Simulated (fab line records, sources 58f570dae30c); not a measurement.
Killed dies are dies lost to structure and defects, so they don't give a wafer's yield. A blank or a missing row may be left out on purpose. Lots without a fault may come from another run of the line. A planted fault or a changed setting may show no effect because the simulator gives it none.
fab line records | flow berkeley_cmos170
record lots=5 wafers=23
route steps=331 shown ZERO@7 NWELL@21 ACTIVE@68 PFIELD@86 GATE@135 NLDD@168 NSD@191 BACKSIDE@200 CONTACT@217
start_h: hours from the record's first day to the start of the lot's first wafer shown | wait_h: hours since the lot's step before | " the same as in the row above | L1.1+2: a row that stands for several wafers | - no value, or no start given | * or withheld: withheld | < > ~ a bound
route shown NAME@n: a module of which the file shows steps, and the number in the route of the first | usual: mean/standard deviation of fault-free wafers | same: alike in all rows | chamber/n: place in a boat | sites: the reading at each site | _std_site: their standard deviation | _edge_site: outer sites' mean less inner sites' | radius_mm: how far each site lies from the wafer's centre | mask NAME#n: copy n | behind: the tool/chamber that last shaped the wafer | hold: why the lot was held/for how many hours/how that ended | device: the transistor (n, p or np) that didn't switch | end of line: the same wafers' tests at the end of the route | a step without rows: its recipe alone | killed: dies lost to structure and defects at the first sort, not the wafer's yield | map: a wafer's dies, x killed, . not, _ none there
set.NAME: the setting as run; set.NAME@STEP: as run at that earlier step | model.NAME: the simulator's own value behind a step, which no gauge read
lots whose settings were changed on purpose; a table a step, a row a wafer
## steps
# step UCB170_ZERO_COAT_01
# recipe resist=KrF spin_rpm=1500 resist_thk_nm=900
# columns lot.wafer tool chamber start_h wait_h set.resist_thk_nm model.KrF_of_ZERO_COAT_01.thk_nm
L076.1 litho_track-02 0 31.04 0.1 900 904.3
L076.2 " 0 " " 900 907.1
L076.3 " 0 " " 900 906.6
L076.4 " 0 " " 900 905.7
L076.5 " 0 " " 900 904
L080.2 litho_track-03 0 46.08 0.1 932.7 929.4
L080.3 " 0 " " 900 898.6
L080.4 " 0 " " 900 898.9
L080.5 " 0 " " 900 899.2
L080.6 " 0 " " 932.7 929.9
L081.1 litho_track-03 0 59.36 0.1 916.6 918.6
L081.2 " 0 " " 900 900.3
L081.4 " 0 " " 900 899.1
L081.5 " 0 " " 916.6 920.4
L081.6 " 0 " " 916.6 921.2
L082.1 litho_track-04 0 59.77 0.1 900 892.6
L082.3 " 0 " " 900 897.2
L082.4 " 0 " " 900 895.6
L082.5 " 0 " " 900 897.1
L082.6 " 0 " " 900 898.7
L084.2 litho_track-02 0 69.34 0.1 900 898.8
L084.4 " 0 " " 900 896.4
L084.6 " 0 " " 900 898.4
# step UCB170_ZERO_DEVELOP_05
# recipe developer=TMAH develop_time_s=45 resist=KrF dev_temp_c=21
# columns lot.wafer tool chamber start_h wait_h set.dev_temp_c
L076.1+2+5 litho_track-02 0 - - 21
L076.3+4 " 0 " " 18.44
L080.2+5 litho_track-03 0 - - 21
L080.3+4+6 " 0 " " 22.83
L081.1+6 litho_track-03 0 - - 21
L081.2+4+5 " 0 " " 21.96
L082.1+3+4+5+6 litho_track-03 0 - - 21
L084.2+4+6 litho_track-03 0 - - 21
# step UCB170_ZERO_ETCH_06
# recipe chemistry=CHF3/CF4/Ar target=SiO2 time_s=12 pressure_mtorr=100 rf_w=500 CHF3_flow_sccm=50 cf4_flow_sccm=10 Ar_flow_sccm=120 over_etch_frac=1.58
# step UCB170_ZERO_STRIP_07
# recipe chemistry=O2 power_w=400 pressure_mtorr=3500 platen_temp_c=withheld o2_flow_sccm=400 overash_fraction=0.5
# usual strip_time_to_endpoint_s=21.49/0.084
# columns lot.wafer tool chamber start_h wait_h set.resist_thk_nm@ZERO_COAT_01 strip_time_to_endpoint_s
L076.1 plasma_asher-04 1 32.01 0.0 900 21.60
L076.2 " 0 " " 900 21.67
L076.3 " 1 " " 900 21.65
L076.4 " 0 " " 900 21.63
L076.5 " 0 " " 900 21.59
L080.2 plasma_asher-04 0 47.38 0.0 932.7 22.17
L080.3 " 1 " " 900 21.45
L080.4 " 0 " " 900 21.44
L080.5 " 0 " " 900 21.45
L080.6 " 1 " " 932.7 22.19
L081.1 plasma_asher-02 1 60.69 0.0 916.6 21.91
L081.2 " 0 " " 900 21.49
L081.4 " 1 " " 900 21.48
L081.5 " 1 " " 916.6 21.97
L081.6 " 0 " " 916.6 21.99
L082.1 plasma_asher-02 1 61.41 0.0 900 21.31
L082.3 " 0 " " 900 21.40
L082.4 " 1 " " 900 21.37
L082.5 " 1 " " 900 21.41
L082.6 " 0 " " 900 21.46
L084.2 plasma_asher-02 1 70.54 0.0 900 21.46
L084.4 " 1 " " 900 21.40
L084.6 " 1 " " 900 21.43
# step UCB170_NWELL_COAT_07
# recipe resist=KrF spin_rpm=1500 resist_thk_nm=900
# columns lot.wafer tool chamber start_h wait_h set.resist_thk_nm model.KrF_of_NWELL_COAT_07.thk_nm
L076.1 litho_track-04 0 44.63 0.1 846.3 846.4
L076.2 " 0 " " 900 898.7
L076.3 " 0 " " 846.3 846.7
L076.4 " 0 " " 900 898.8
L076.5 " 0 " " 900 901
L080.2 litho_track-02 0 60.54 0.1 933 937.9
L080.3 " 0 " " 900 902.4
L080.4 " 0 " " 900 902.5
L080.5 " 0 " " 933 937.5
L080.6 " 0 " " 933 936.6
L081.1 litho_track-02 0 71.39 0.1 859.4 861.8
L081.2 " 0 " " 900 899.2
L081.4 " 0 " " 859.4 859.7
L081.5 " 0 " " 859.4 858
L081.6 " 0 " " 900 901.4
L082.1 litho_track-01 0 71.45 0.1 900 901.9
L082.3 " 0 " " 873.1 875.5
L082.4 " 0 " " 900 900.6
L082.5 " 0 " " 900 899.5
L082.6 " 0 " " 873.1 873
L084.2 litho_track-01 0 80.33 0.1 900 904.1
L084.4 " 0 " " 900 905.6
L084.6 " 0 " " 900 905
# step UCB170_NWELL_DEVELOP_11
# recipe developer=TMAH develop_time_s=45 resist=KrF dev_temp_c=21
# columns lot.wafer tool chamber start_h wait_h set.dev_temp_c
L076.1+2+3+4+5 litho_track-02 0 - - 21
L080.2+3+4 litho_track-01 0 - - 23.79
L080.5+6 " 0 " " 21
L081.1+4+6 litho_track-01 0 - - 23.13
L081.2+5 " 0 " " 21
L082.1+3 litho_track-02 0 - - 23.29
L082.4+5+6 " 0 " " 21
L084.2+4+6 litho_track-01 0 - - 21
# step UCB170_NWELL_ETCH_13
# recipe chemistry=CH3F/Ar/O2 target=Si3N4 stop_on=SiO2 CH3F_flow_sccm=20 Ar_flow_sccm=50 O2_flow_sccm=7 pressure_mtorr=50 rf_w=450 target_depth_a=2464 over_etch_frac=0.1 time_s=154
# columns lot.wafer tool chamber start_h wait_h set.resist_thk_nm@NWELL_COAT_07 model.KrF_of_NWELL_COAT_07.thk_nm
L076.1 rie_diel-04 2 45.36 0.0 846.3 666.3
L076.2 " 3 " " 900 719.3
L076.3 " 0 " " 846.3 670.6
L076.4 " 1 " " 900 722.1
L076.5 " 1 " " 900 722.6
L080.2 rie_diel-01 2 61.58 0.0 933 765.4
L080.3 " 1 " " 900 725.4
L080.4 " 0 " " 900 725.2
L080.5 " 0 " " 933 760.9
L080.6 " 1 " " 933 759.3
L081.1 rie_diel-03 1 72.34 0.0 859.4 681.2
L081.2 " 3 " " 900 723.1
L081.4 " 0 " " 859.4 683.6
L081.5 " 0 " " 859.4 682.2
L081.6 " 3 " " 900 725.8
L082.1 rie_diel-04 3 72.45 0.0 900 725.7
L082.3 " 1 " " 873.1 701.5
L082.4 " 0 " " 900 727.4
L082.5 " 3 " " 900 721.9
L082.6 " 2 " " 873.1 695
L084.2 rie_diel-01 3 85.51 0.0 900 723.4
L084.4 " 0 " " 900 724.3
L084.6 " 3 " " 900 722.9
# step UCB170_NWELL_IMPLANT_14
# recipe species=P dose_cm2=1e+13 energy_kev=150 tilt_deg=7
# step UCB170_NWELL_STRIP_15
# recipe chemistry=O2 power_w=400 pressure_mtorr=3500 platen_temp_c=withheld o2_flow_sccm=400 overash_fraction=0.5
# usual strip_time_to_endpoint_s=18.07/0.073
# columns lot.wafer tool chamber start_h wait_h set.resist_thk_nm@NWELL_COAT_07 strip_time_to_endpoint_s
L076.1 plasma_asher-02 0 45.61 0.1 846.3 16.70
L076.2 " 1 " " 900 17.95
L076.3 " 0 " " 846.3 16.79
L076.4 " 1 " " 900 18.03
L076.5 " 0 " " 900 18.03
L080.2 plasma_asher-04 1 61.83 0.1 933 19.06
L080.3 " 0 " " 900 18.12
L080.4 " 1 " " 900 18.09
L080.5 " 0 " " 933 18.94
L080.6 " 1 " " 933 18.92
L081.1 plasma_asher-04 1 72.59 0.1 859.4 17.04
L081.2 " 0 " " 900 18.06
L081.4 " 0 " " 859.4 17.12
L081.5 " 0 " " 859.4 17.08
L081.6 " 1 " " 900 18.11
L082.1 plasma_asher-01 0 72.70 0.1 900 18.14
L082.3 " 0 " " 873.1 17.55
L082.4 " 1 " " 900 18.15
L082.5 " 1 " " 900 18.02
L082.6 " 0 " " 873.1 17.38
L084.2 plasma_asher-01 0 85.76 0.1 900 18.06
L084.4 " 1 " " 900 18.08
L084.6 " 0 " " 900 18.05
# step UCB170_ACTIVE_COAT_08
# recipe resist=KrF spin_rpm=1500 resist_thk_nm=900
# columns lot.wafer tool chamber start_h wait_h set.spin_rpm model.KrF_of_ACTIVE_COAT_08.thk_nm
L076.1 litho_track-03 0 85.17 0.1 1437 920
L076.2 " 0 " " 1500 903.2
L076.3 " 0 " " 1437 919.5
L076.4 " 0 " " 1500 902.3
L076.5 " 0 " " 1437 919.3
L080.2 litho_track-02 0 108.58 0.1 1415 924.3
L080.3 " 0 " " 1415 925.1
L080.4 " 0 " " 1500 897.7
L080.5 " 0 " " 1415 923.7
L080.6 " 0 " " 1500 900.4
L082.1 litho_track-03 0 112.22 0.1 1589 877.5
L082.3 " 0 " " 1589 874.1
L082.4 " 0 " " 1500 904.1
L082.5 " 0 " " 1500 906.1
L082.6 " 0 " " 1589 875.3
L081.1 litho_track-01 0 112.44 0.1 1561 883.1
L081.2 " 0 " " 1561 884.1
L081.4 " 0 " " 1500 904.6
L081.5 " 0 " " 1561 886.7
L081.6 " 0 " " 1500 903.6
L084.2 litho_track-03 0 122.44 0.1 1500 898.4
L084.4 " 0 " " 1500 901.1
L084.6 " 0 " " 1500 898.1
# step UCB170_PFIELD_IMPLANT_07
# recipe species=B dose_cm2=2e+13 energy_kev=80 tilt_deg=7
# columns lot.wafer tool chamber start_h wait_h set.energy_kev model.implant.rp_nm model.implant.drp_nm
L076.1+3+4 implanter-03 0 91.71 0.0 83.23 273.3 76.26
L076.2+5 " 0 " " 80 264.5 74.86
L080.2+3 implanter-02 0 113.80 0.0 83.75 272.8 76.47
L080.4+5+6 " 0 " " 80 262.6 74.86
L082.1+3+5 implanter-02 0 116.29 0.0 76.31 260.3 73.15
L082.4+6 " 0 " " 80 270.2 74.86
L081.1+2+4+5+6 implanter-02 0 116.56 0.0 80 266.7 74.86
L084.2+4+6 implanter-02 0 126.18 0.0 80 263.6 74.86
# step UCB170_GATE_EXPOSE_09
# recipe mask_id=POLY target_cd_nm=350 na=0.5 sigma_outer=0.6 source_shape=conventional dose_mj=21
# columns lot.wafer tool chamber start_h wait_h mask set.dose_mj
L076.1+4 krf_scanner-02 0 129.83 - POLY#0 21.93
L076.2+3+5 " 0 " " POLY#0 21
L080.2+3+5 krf_scanner-01 0 154.72 - POLY#0 21
L080.4+6 " 0 " " POLY#0 21.73
L081.1+2+4+5+6 krf_scanner-01 0 154.82 - POLY#0 21
L082.1+3+6 krf_scanner-02 0 155.06 - POLY#0 21
L082.4+5 " 0 " " POLY#0 21.77
L084.2+4+6 krf_scanner-02 0 176.61 - POLY#0 21
# step UCB170_GATE_PEB_10
# recipe peb_temp_c=130 peb_time_s=withheld resist=KrF
# step UCB170_GATE_DEVELOP_11
# recipe developer=TMAH develop_time_s=45 resist=KrF dev_temp_c=21
# step UCB170_GATE_CD_MEAS_12
# recipe target_cd_nm=350
# usual cd_nm=350.1/1.2
# columns lot.wafer tool chamber start_h wait_h set.dose_mj@GATE_EXPOSE_09 cd_nm
L076.1 cd_sem-01 - 130.42 - 21.93 339.8
L076.2 " - " " 21 348.9
L076.3 " - " " 21 348.7
L076.4 " - " " 21.93 341.5
L076.5 " - " " 21 349.6
L080.2 cd_sem-02 - 155.20 - 21 352.5
L080.3 " - " " 21 351.2
L080.4 " - " " 21.73 344.0
L080.5 " - " " 21 350.7
L080.6 " - " " 21.73 345.3
L081.1 cd_sem-01 - 155.24 - 21 352.3
L081.2 " - " " 21 350.9
L081.4 " - " " 21 352.0
L081.5 " - " " 21 351.1
L081.6 " - " " 21 351.8
L082.1 cd_sem-02 - 155.45 - 21 351.7
L082.3 " - " " 21 349.8
L082.4 " - " " 21.77 344.3
L082.5 " - " " 21.77 344.6
L082.6 " - " " 21 350.8
L084.2 cd_sem-01 - 177.03 - 21 349.7
L084.4 " - " " 21 349.6
L084.6 " - " " 21 350.7
# step UCB170_GATE_ETCH_14
# recipe chemistry=N2/H2 target_depth_a=withheld overetch_a=withheld target=BARC time_s=withheld source_w=500 bias_w=100 pressure_mtorr=30 n2_flow_sccm=100 h2_flow_sccm=200
# step UCB170_GATE_ETCH_15
# recipe chemistry=HBr/Cl2 target=poly-Si stop_on=SiO2 over_etch_frac=0.3 icp_w=300 bias_w=150 time_s=56.3 pressure_mtorr=15 HBr_flow_sccm=150 Cl2_flow_sccm=50 target_depth_a=2782
# columns lot.wafer tool chamber start_h wait_h set.dose_mj@GATE_EXPOSE_09 model.GATE.cd_nm
L076.1 rie_si-02 1 130.61 - 21.93 340.9
L076.2 " 3 " " 21 349
L076.3 " 0 " " 21 348.3
L076.4 " 2 " " 21.93 341.7
L076.5 " 2 " " 21 349.9
L080.2 rie_si-01 3 155.38 - 21 351.4
L080.3 " 2 " " 21 350.6
L080.4 " 0 " " 21.73 343.4
L080.5 " 2 " " 21 349.7
L080.6 " 3 " " 21.73 345.1
L081.1 rie_si-02 1 155.44 - 21 353.3
L081.2 " 2 " " 21 351.5
L081.4 " 3 " " 21 352.1
L081.5 " 1 " " 21 352.4
L081.6 " 2 " " 21 352.8
L082.1 rie_si-01 3 155.65 - 21 351.4
L082.3 " 2 " " 21 349.7
L082.4 " 1 " " 21.77 345.6
L082.5 " 2 " " 21.77 344.4
L082.6 " 1 " " 21 350.6
L084.2 rie_si-02 0 177.21 - 21 349.7
L084.4 " 2 " " 21 350.3
L084.6 " 2 " " 21 351
# step UCB170_GATE_STRIP_16
# recipe chemistry=O2 power_w=400 pressure_mtorr=3500 platen_temp_c=withheld o2_flow_sccm=400 overash_fraction=0.5
# step UCB170_GATE_CD_MEAS_90
# recipe target_cd_nm=350
# usual cd_nm=350.0/1.3
# columns lot.wafer tool chamber start_h wait_h set.dose_mj@GATE_EXPOSE_09 cd_nm
L076.1 cd_sem-02 - 130.76 0.1 21.93 340.9
L076.2 " - " " 21 348.8
L076.3 " - " " 21 348.3
L076.4 " - " " 21.93 341.9
L076.5 " - " " 21 350.1
L080.2 cd_sem-01 - 155.54 0.1 21 351.5
L080.3 " - " " 21 350.6
L080.4 " - " " 21.73 343.4
L080.5 " - " " 21 349.6
L080.6 " - " " 21.73 345.0
L081.1 cd_sem-02 - 155.59 0.1 21 353.5
L081.2 " - " " 21 351.7
L081.4 " - " " 21 352.1
L081.5 " - " " 21 352.1
L081.6 " - " " 21 352.8
L082.1 cd_sem-02 - 155.80 0.1 21 351.5
L082.3 " - " " 21 349.9
L082.4 " - " " 21.77 345.5
L082.5 " - " " 21.77 344.1
L082.6 " - " " 21 350.6
L084.2 cd_sem-01 - 177.38 0.1 21 350.2
L084.4 " - " " 21 350.1
L084.6 " - " " 21 351.1
# step UCB170_NLDD_STRIP_10
# recipe chemistry=O2 power_w=400 pressure_mtorr=3500 platen_temp_c=withheld o2_flow_sccm=400 overash_fraction=0.5
# usual strip_time_to_endpoint_s=21.41/0.053
# columns lot.wafer tool chamber start_h wait_h set.o2_flow_sccm strip_time_to_endpoint_s
L076.1 plasma_asher-02 1 134.83 0.1 400 21.40
L076.2 " 0 " " 400 21.39
L076.3 " 1 " " 354.9 21.75
L076.4 " 0 " " 354.9 21.88
L076.5 " 0 " " 400 21.44
L080.2 plasma_asher-04 0 158.75 0.1 400 21.47
L080.3 " 0 " " 400 21.41
L080.4 " 1 " " 400 21.37
L080.5 " 1 " " 400 21.38
L080.6 " 0 " " 400 21.48
L081.1 plasma_asher-01 1 159.15 0.1 400 21.39
L081.2 " 0 " " 364.9 21.71
L081.4 " 1 " " 364.9 21.70
L081.5 " 1 " " 400 21.39
L081.6 " 0 " " 364.9 21.58
L082.1 plasma_asher-02 1 159.43 0.1 400 21.38
L082.3 " 1 " " 400 21.48
L082.4 " 0 " " 400 21.39
L082.5 " 0 " " 400 21.48
L082.6 " 1 " " 400 21.49
L084.2 plasma_asher-01 1 180.79 0.1 400 21.38
L084.4 " 1 " " 400 21.46
L084.6 " 0 " " 400 21.48
# step UCB170_NSD_PEB_04
# recipe peb_temp_c=130 peb_time_s=withheld resist=KrF
# columns lot.wafer tool chamber start_h wait_h set.peb_temp_c
L076.1+3+4 litho_track-02 0 141.99 0.2 132.5
L076.2+5 " 0 " " 130
L080.2+3 litho_track-03 0 168.28 0.6 130
L080.4+5+6 " 0 " " 133
L082.1+3+4+5+6 litho_track-01 0 168.50 0.4 130
L081.1+2+4+5+6 litho_track-03 0 168.98 0.6 130
L084.2+4+6 litho_track-01 0 191.83 0.1 130
# step UCB170_NSD_DEVELOP_05
# recipe developer=TMAH develop_time_s=45 resist=KrF dev_temp_c=21
# step UCB170_NSD_CD_MEAS_06
# recipe target_cd_nm=1200
# usual cd_nm=1199.9/0.98
# columns lot.wafer tool chamber start_h wait_h set.peb_temp_c@NSD_PEB_04 cd_nm
L076.1 cd_sem-01 - 142.27 - 132.5 1214.8
L076.2 " - " " 130 1199.9
L076.3 " - " " 132.5 1215.5
L076.4 " - " " 132.5 1215.9
L076.5 " - " " 130 1200.6
L080.2 cd_sem-02 - 168.55 - 130 1198.3
L080.3 " - " " 130 1199.5
L080.4 " - " " 133 1216.9
L080.5 " - " " 133 1217.6
L080.6 " - " " 133 1217.8
L082.1 cd_sem-01 - 168.77 - 130 1199.6
L082.3 " - " " 130 1199.5
L082.4 " - " " 130 1199.1
L082.5 " - " " 130 1199.3
L082.6 " - " " 130 1198.2
L081.1 cd_sem-02 - 169.25 - 130 1200.5
L081.2 " - " " 130 1200.4
L081.4 " - " " 130 1200.2
L081.5 " - " " 130 1199.6
L081.6 " - " " 130 1199.5
L084.2 cd_sem-02 - 192.10 - 130 1199.8
L084.4 " - " " 130 1198.8
L084.6 " - " " 130 1199.3
# step UCB170_BACKSIDE_COAT_01
# recipe resist=KrF spin_rpm=1500 resist_thk_nm=900
# columns lot.wafer tool chamber start_h wait_h set.spin_rpm model.KrF_of_BACKSIDE_COAT_01.thk_nm
L076.1 litho_track-02 0 143.87 0.1 1500 897.6
L076.2 " 0 " " 1500 895.8
L076.3 " 0 " " 1500 896.8
L076.4 " 0 " " 1500 898
L076.5 " 0 " " 1500 897.7
L080.2 litho_track-02 0 170.10 0.1 1500 901.2
L080.3 " 0 " " 1439 919.7
L080.4 " 0 " " 1500 898.6
L080.5 " 0 " " 1439 918.6
L080.6 " 0 " " 1439 919.3
L082.1 litho_track-04 0 170.36 0.1 1500 901.9
L082.3 " 0 " " 1500 904.1
L082.4 " 0 " " 1500 902.2
L082.5 " 0 " " 1500 901.6
L082.6 " 0 " " 1500 901.5
L081.1 litho_track-02 0 170.52 0.1 1500 905.3
L081.2 " 0 " " 1388 939.6
L081.4 " 0 " " 1500 904.1
L081.5 " 0 " " 1388 936.2
L081.6 " 0 " " 1500 902.4
L084.2 litho_track-03 0 192.93 0.1 1500 903.4
L084.4 " 0 " " 1500 899.6
L084.6 " 0 " " 1500 900.1
# step UCB170_BACKSIDE_SOFTBAKE_02
# recipe resist=KrF temp_c=130 time_s=60
# step UCB170_BACKSIDE_STRIP_03
# recipe chemistry=O2 power_w=400 pressure_mtorr=3500 platen_temp_c=withheld o2_flow_sccm=400 overash_fraction=0.5
# usual strip_time_to_endpoint_s=21.96/0.063
# columns lot.wafer tool chamber start_h wait_h set.spin_rpm@BACKSIDE_COAT_01 strip_time_to_endpoint_s
L076.1 plasma_asher-03 0 144.17 0.1 1500 21.89
L076.2 " 1 " " 1500 21.87
L076.3 " 1 " " 1500 21.89
L076.4 " 0 " " 1500 21.92
L076.5 " 0 " " 1500 21.92
L080.2 plasma_asher-04 1 170.37 0.1 1500 22.00
L080.3 " 1 " " 1439 22.45
L080.4 " 0 " " 1500 21.94
L080.5 " 1 " " 1439 22.42
L080.6 " 0 " " 1439 22.44
L082.1 plasma_asher-03 0 170.66 0.1 1500 22.02
L082.3 " 0 " " 1500 22.06
L082.4 " 1 " " 1500 22.01
L082.5 " 0 " " 1500 22.01
L082.6 " 1 " " 1500 22.02
L081.1 plasma_asher-04 0 170.82 0.1 1500 22.10
L081.2 " 1 " " 1388 22.90
L081.4 " 1 " " 1500 22.06
L081.5 " 1 " " 1388 22.84
L081.6 " 0 " " 1500 22.02
L084.2 plasma_asher-04 1 193.21 0.1 1500 22.06
L084.4 " 1 " " 1500 21.95
L084.6 " 1 " " 1500 21.96
# step UCB170_CONTACT_CVD_01
# recipe material=PSG target_thk_nm=700 temp_c=450 precursor=SiH4/O2/PH3 time_s=2820 pressure_mtorr=300 sih4_flow_sccm=60 o2_flow_sccm=90 ph3_flow_sccm=25
# columns lot.wafer tool chamber start_h wait_h set.ph3_flow_sccm model.PSG_of_CONTACT_CVD_01.thk_nm
L076.1 - - - 1.0 26.09 713.9
L076.2 " - " " 26.09 707.8
L076.3 " - " " 26.09 707
L076.4 " - " " 26.09 714.3
L076.5 " - " " 26.09 707.6
L080.2 - - - 0.0 21.31 683.5
L080.3 " - " " 21.31 690.4
L080.4 " - " " 21.31 689.2
L080.5 " - " " 21.31 694.9
L080.6 " - " " 21.31 696.8
L082.1 - - - 0.0 26.27 708.5
L082.3 " - " " 26.27 712.4
L082.4 " - " " 26.27 709.1
L082.5 " - " " 26.27 707.3
L082.6 " - " " 26.27 706.2
L081.1 - - - 0.9 27.55 717.6
L081.2 " - " " 27.55 717.9
L081.4 " - " " 27.55 718.9
L081.5 " - " " 27.55 718.2
L081.6 " - " " 27.55 716.3
L084.2 lpcvd-01 1 196.49 0.0 25 705.5
L084.4 " 1 " " 25 703.2
L084.6 " 1 " " 25 699
## key
split step=UCB170_ZERO_COAT_01 setting=resist_thk_nm stated=900 by=wafer
response step=UCB170_ZERO_COAT_01 reading=model.KrF_of_ZERO_COAT_01.thk_nm change=+8.99 per=1% r=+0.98
response step=UCB170_ZERO_STRIP_07 reading=strip_time_to_endpoint_s change=* per=1% r=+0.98
split step=UCB170_ZERO_DEVELOP_05 setting=dev_temp_c stated=21 by=wafer
response none clear
split step=UCB170_NWELL_COAT_07 setting=resist_thk_nm stated=900 by=wafer
response step=UCB170_NWELL_COAT_07 reading=model.KrF_of_NWELL_COAT_07.thk_nm change=+9.01 per=1% r=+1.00
response step=UCB170_NWELL_ETCH_13 reading=model.KrF_of_NWELL_COAT_07.thk_nm change=+9.19 per=1% r=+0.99
response step=UCB170_NWELL_STRIP_15 reading=strip_time_to_endpoint_s change=* per=1% r=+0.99
split step=UCB170_NWELL_DEVELOP_11 setting=dev_temp_c stated=21 by=wafer
response none clear
split step=UCB170_ACTIVE_COAT_08 setting=spin_rpm stated=1500 by=wafer
response step=UCB170_ACTIVE_COAT_08 reading=model.KrF_of_ACTIVE_COAT_08.thk_nm change=-4.61 per=1% r=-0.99
split step=UCB170_PFIELD_IMPLANT_07 setting=energy_kev stated=80 by=wafer
response step=UCB170_PFIELD_IMPLANT_07 reading=model.implant.rp_nm change=+2.17 per=1% r=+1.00
response step=UCB170_PFIELD_IMPLANT_07 reading=model.implant.drp_nm change=+0.354 per=1% r=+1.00
split step=UCB170_GATE_EXPOSE_09 setting=dose_mj stated=21 by=wafer
response step=UCB170_GATE_CD_MEAS_12 reading=cd_nm change=-1.86 per=1% r=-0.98
response step=UCB170_GATE_ETCH_15 reading=model.GATE.cd_nm change=-1.71 per=1% r=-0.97
response step=UCB170_GATE_CD_MEAS_90 reading=cd_nm change=-1.72 per=1% r=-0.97
split step=UCB170_NLDD_STRIP_10 setting=o2_flow_sccm stated=400 by=wafer
response step=UCB170_NLDD_STRIP_10 reading=strip_time_to_endpoint_s change=* per=1% r=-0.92
split step=UCB170_NSD_PEB_04 setting=peb_temp_c stated=130 by=wafer
response step=UCB170_NSD_CD_MEAS_06 reading=cd_nm change=+7.95 per=1% r=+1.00
split step=UCB170_BACKSIDE_COAT_01 setting=spin_rpm stated=1500 by=wafer
response step=UCB170_BACKSIDE_COAT_01 reading=model.KrF_of_BACKSIDE_COAT_01.thk_nm change=-4.6 per=1% r=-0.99
response step=UCB170_BACKSIDE_STRIP_03 reading=strip_time_to_endpoint_s change=* per=1% r=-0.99
split step=UCB170_CONTACT_CVD_01 setting=ph3_flow_sccm stated=25 by=lot
response step=UCB170_CONTACT_CVD_01 reading=model.PSG_of_CONTACT_CVD_01.thk_nm change=+1.03 per=1% r=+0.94
